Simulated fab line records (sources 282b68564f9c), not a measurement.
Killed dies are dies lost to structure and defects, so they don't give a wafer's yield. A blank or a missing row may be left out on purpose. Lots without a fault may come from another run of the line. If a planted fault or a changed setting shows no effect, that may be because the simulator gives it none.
Which tool was responsible? | flow rit-cmos | 42 wafers from 14 lots sampled at 2 of the route's 202 steps

== WHAT EACH GAUGE READ, for each wafer ==
RIT_SPACER_THK_MEAS_04.
lot  | measured    | on            | SPACER_NITRIDE_THK (nm)
L796 | day 2 21:11 | film-metro-04 | 250.3 252.8 251.6
L797 | day 3 02:14 | film-metro-04 | 251.4 251.0 252.4
L798 | day 3 08:39 | film-metro-01 | 247.0 248.1 247.0
L799 | day 3 13:32 | film-metro-03 | 243.0 242.7 244.3
L801 | day 4 00:09 | film-metro-03 | 249.4 247.6 248.3
L802 | day 4 02:56 | film-metro-03 | 249.8 251.0 251.1
L804 | day 4 14:44 | film-metro-03 | 250.3 250.6 251.3
L805 | day 4 19:25 | film-metro-01 | 244.5 242.3 244.8
L806 | day 4 23:49 | film-metro-03 | 252.9 253.5 253.8
L807 | day 5 04:31 | film-metro-04 | 251.4 251.0 249.9
L808 | day 5 10:29 | film-metro-01 | 250.0 250.2 250.0
L810 | day 5 21:06 | film-metro-04 | 251.6 251.9 251.9
L811 | day 6 04:02 | film-metro-04 | 281.5 279.8 280.1
L813 | day 6 11:18 | film-metro-04 | 272.3 272.5 272.4

== WHICH TOOL RAN EACH LOT (tool, then ch and the chambers of the sampled wafers, then the start) ==
lot  | RIT_SPACER_CVD_03
L796 | lpcvd-02 ch 0, day 2 19:15
L797 | lpcvd-01 ch 0, day 3 00:18
L798 | lpcvd-01 ch 0, day 3 06:44
L799 | lpcvd-01 ch 1, day 3 11:37
L801 | lpcvd-01 ch 1, day 3 21:16
L802 | lpcvd-01 ch 1, day 4 01:01
L804 | lpcvd-01 ch 0, day 4 12:48
L805 | lpcvd-02 ch 1, day 4 17:30
L806 | lpcvd-02 ch 1, day 4 21:53
L807 | lpcvd-01 ch 0, day 5 02:35
L808 | lpcvd-02 ch 1, day 5 08:34
L810 | lpcvd-01 ch 1, day 5 19:11
L811 | lpcvd-02 ch 0, day 6 02:07
L813 | lpcvd-02 ch 1, day 6 09:23
- RIT_SPACER_CVD_03: deposits Si3N4 from SiH2Cl2/NH3, target thk 250 nm, time 3300 s.

== WHAT THE TOOLS THEMSELVES READ (means of the sampled wafers that have a number; where no wafer has one, the mark that the record gives instead) ==
The record holds no such reading with a usual standard deviation.

== THE ANSWER, worked out from the rows above alone ==
Rule: usual is defined by the lots themselves. Put in order of their means at a reading, lots are off if they are a third of the lots or fewer, leave a main group of 4 or more, and stand apart from it by a gap of 3 or more times the standard deviation of the main group's means; of several such gaps the widest counts. The tables above print the reading to a certain number of digits; a main group whose means all agree to those digits is not used. A lot without any number at a reading at which 4 lots or more have one is off too. Any other lot the step has rows for is counted as sound. The gauges are gone through in route order, then the tools' own readings, and for those a lot's mean is taken as printed above. The first step at which some lot is off is used, and at that step the reading that is off furthest; a lot without a number counts as furthest.
Off: at RIT_SPACER_THK_MEAS_04 (SPACER_NITRIDE_THK), L811, L813. The main group: mean 249.5 nm, standard deviation 3.
A tool fits if, at a process step before that reading, it ran every lot that is off, and no sound lot after the first of them. The gauges at RIT_SPACER_THK_MEAS_04 are tried like those tools. 2 tools fit, lpcvd-02 at RIT_SPACER_CVD_03 and film-metro-04 at RIT_SPACER_THK_MEAS_04, so this cannot tell which one it is.

== WHAT HAD BEEN PUT IN BY THE SIMULATOR ==
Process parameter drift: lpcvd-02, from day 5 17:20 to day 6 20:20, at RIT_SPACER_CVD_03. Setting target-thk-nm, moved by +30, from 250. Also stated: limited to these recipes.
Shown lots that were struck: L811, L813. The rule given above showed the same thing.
